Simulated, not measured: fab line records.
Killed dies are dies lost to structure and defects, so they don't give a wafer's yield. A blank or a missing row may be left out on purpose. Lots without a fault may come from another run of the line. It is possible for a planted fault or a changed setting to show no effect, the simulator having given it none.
Tool commonality check || flow berkeleyCmos170 || Sampled: 13 lots, 42 wafers

## WHAT PROMPTED THE OPENING
Flagged at UCB170_NLDD_CD_MEAS_06: reading cdNm, on 1 of 13 lots. Wafers without a fault read 1200.0 nm, standard deviation 1.5.
Rule: a lot is flagged in two cases, either no wafer of it has a number, or all its wafers with numbers fall more than 4 standard deviations from that mean. All remaining lots are regarded as sound.

{"lot": "L192", "measured": "day 6 19:43", "on": "cdSem-02", "cdNm (nm), wafer by wafer": "1199.6 1199.2 1200.6", "flag": ""}
{"lot": "L195", "measured": "day 7 01:38", "on": "cdSem-01", "cdNm (nm), wafer by wafer": "961.3 960.3 959.9 961.7 960.5 959.6", "flag": "FLAGGED"}
{"lot": "L194", "measured": "day 7 02:24", "on": "cdSem-01", "cdNm (nm), wafer by wafer": "1198.3 1198.8 1199.9", "flag": ""}
{"lot": "L196", "measured": "day 7 14:24", "on": "cdSem-01", "cdNm (nm), wafer by wafer": "1200.4 1200.7 1201.5", "flag": ""}
{"lot": "L204", "measured": "day 9 06:14", "on": "cdSem-02", "cdNm (nm), wafer by wafer": "1198.1 1198.6 1196.6", "flag": ""}
{"lot": "L205", "measured": "day 9 09:20", "on": "cdSem-02", "cdNm (nm), wafer by wafer": "1200.9 1200.0 1200.8", "flag": ""}
{"lot": "L207", "measured": "day 9 23:08", "on": "cdSem-02", "cdNm (nm), wafer by wafer": "1201.5 1200.0 1200.7", "flag": ""}
{"lot": "L206", "measured": "day 9 23:11", "on": "cdSem-01", "cdNm (nm), wafer by wafer": "1203.0 1202.2 1201.9", "flag": ""}
{"lot": "L209", "measured": "day 10 13:10", "on": "cdSem-02", "cdNm (nm), wafer by wafer": "1198.1 1198.8 1199.0", "flag": ""}
{"lot": "L214", "measured": "day 11 00:40", "on": "cdSem-02", "cdNm (nm), wafer by wafer": "1199.2 1198.5 1200.3", "flag": ""}
{"lot": "L212", "measured": "day 11 00:59", "on": "cdSem-01", "cdNm (nm), wafer by wafer": "1200.8 1200.1 1199.9", "flag": ""}
{"lot": "L213", "measured": "day 11 01:22", "on": "cdSem-02", "cdNm (nm), wafer by wafer": "1198.6 1198.5 1198.8", "flag": ""}
{"lot": "L215", "measured": "day 11 06:44", "on": "cdSem-01", "cdNm (nm), wafer by wafer": "1200.2 1200.0 1200.2", "flag": ""}
The numbers of the flagged lots are 960.5 nm on average: -239.5 nm against the usual, or -99 or more standard deviations.

## TOOL THAT RAN EACH LOT
The record holds 1 process step before the reading, out of a route of 331 steps. Cell contents, in order: the tool; ch with the chambers the sampled wafers went through; the start.
{"lot": "L192", "flag": "", "UCB170_NLDD_EXPOSE_03": "krfScanner-01 ch 0, day 6 19:17"}
{"lot": "L195", "flag": "FLAGGED", "UCB170_NLDD_EXPOSE_03": "krfScanner-02 ch 0, day 7 01:14"}
{"lot": "L194", "flag": "", "UCB170_NLDD_EXPOSE_03": "krfScanner-02 ch 0, day 7 02:01"}
{"lot": "L196", "flag": "", "UCB170_NLDD_EXPOSE_03": "krfScanner-02 ch 0, day 7 13:52"}
{"lot": "L204", "flag": "", "UCB170_NLDD_EXPOSE_03": "krfScanner-01 ch 0, day 9 05:51"}
{"lot": "L205", "flag": "", "UCB170_NLDD_EXPOSE_03": "krfScanner-02 ch 0, day 9 08:56"}
{"lot": "L207", "flag": "", "UCB170_NLDD_EXPOSE_03": "krfScanner-01 ch 0, day 9 22:32"}
{"lot": "L206", "flag": "", "UCB170_NLDD_EXPOSE_03": "krfScanner-01 ch 0, day 9 22:41"}
{"lot": "L209", "flag": "", "UCB170_NLDD_EXPOSE_03": "krfScanner-01 ch 0, day 10 12:46"}
{"lot": "L214", "flag": "", "UCB170_NLDD_EXPOSE_03": "krfScanner-01 ch 0, day 11 00:16"}
{"lot": "L212", "flag": "", "UCB170_NLDD_EXPOSE_03": "krfScanner-02 ch 0, day 11 00:35"}
{"lot": "L213", "flag": "", "UCB170_NLDD_EXPOSE_03": "krfScanner-01 ch 0, day 11 00:49"}
{"lot": "L215", "flag": "", "UCB170_NLDD_EXPOSE_03": "krfScanner-01 ch 0, day 11 05:53"}
These steps, and what they do:
- UCB170_NLDD_EXPOSE_03: exposes mask NSELECT, target cd 1200 nm.
- UCB170_NLDD_CD_MEAS_06: target cd 1200 nm.

## FLAGGED AGAINST TOTAL, ONE TOOL AT A TIME (gauges that did the reading follow at the end)
{"step": "UCB170_NLDD_EXPOSE_03", "tool": "krfScanner-01", "lots run": 8, "flagged": 0, "share of the flagged lots": "none", "sound lots run after its first flagged lot": "-"}
{"step": "UCB170_NLDD_EXPOSE_03", "tool": "krfScanner-02", "lots run": 5, "flagged": 1, "share of the flagged lots": "all", "sound lots run after its first flagged lot": "4 (L194,L196,L205,L212)"}
{"step": "UCB170_NLDD_CD_MEAS_06", "tool": "cdSem-01", "lots run": 6, "flagged": 1, "share of the flagged lots": "all", "sound lots run after its first flagged lot": "5 (L194,L196,L206,L212,L215)"}
{"step": "UCB170_NLDD_CD_MEAS_06", "tool": "cdSem-02", "lots run": 7, "flagged": 0, "share of the flagged lots": "none", "sound lots run after its first flagged lot": "-"}

## WHAT THE TABLE ALLOWS
Rows of the table that ran all the flagged lots, 2 in number: krfScanner-02 at UCB170_NLDD_EXPOSE_03; cdSem-01 at UCB170_NLDD_CD_MEAS_06.
- krfScanner-02 at UCB170_NLDD_EXPOSE_03: 1 of its 5 lots flagged. Lots that were sound ran on it after the first flagged one (L194, L196, L205, L212); a persistent fault on the entire tool would not allow that.
- cdSem-01 at UCB170_NLDD_CD_MEAS_06: 1 of its 6 lots flagged. Lots that were sound ran on it after the first flagged one (L194, L196, L206, L212, L215); a persistent fault on the entire tool would not allow that.
Every row of the table either missed a flagged lot or ran a sound lot after the first.

## WHAT HAD BEEN PUT IN BY THE SIMULATOR
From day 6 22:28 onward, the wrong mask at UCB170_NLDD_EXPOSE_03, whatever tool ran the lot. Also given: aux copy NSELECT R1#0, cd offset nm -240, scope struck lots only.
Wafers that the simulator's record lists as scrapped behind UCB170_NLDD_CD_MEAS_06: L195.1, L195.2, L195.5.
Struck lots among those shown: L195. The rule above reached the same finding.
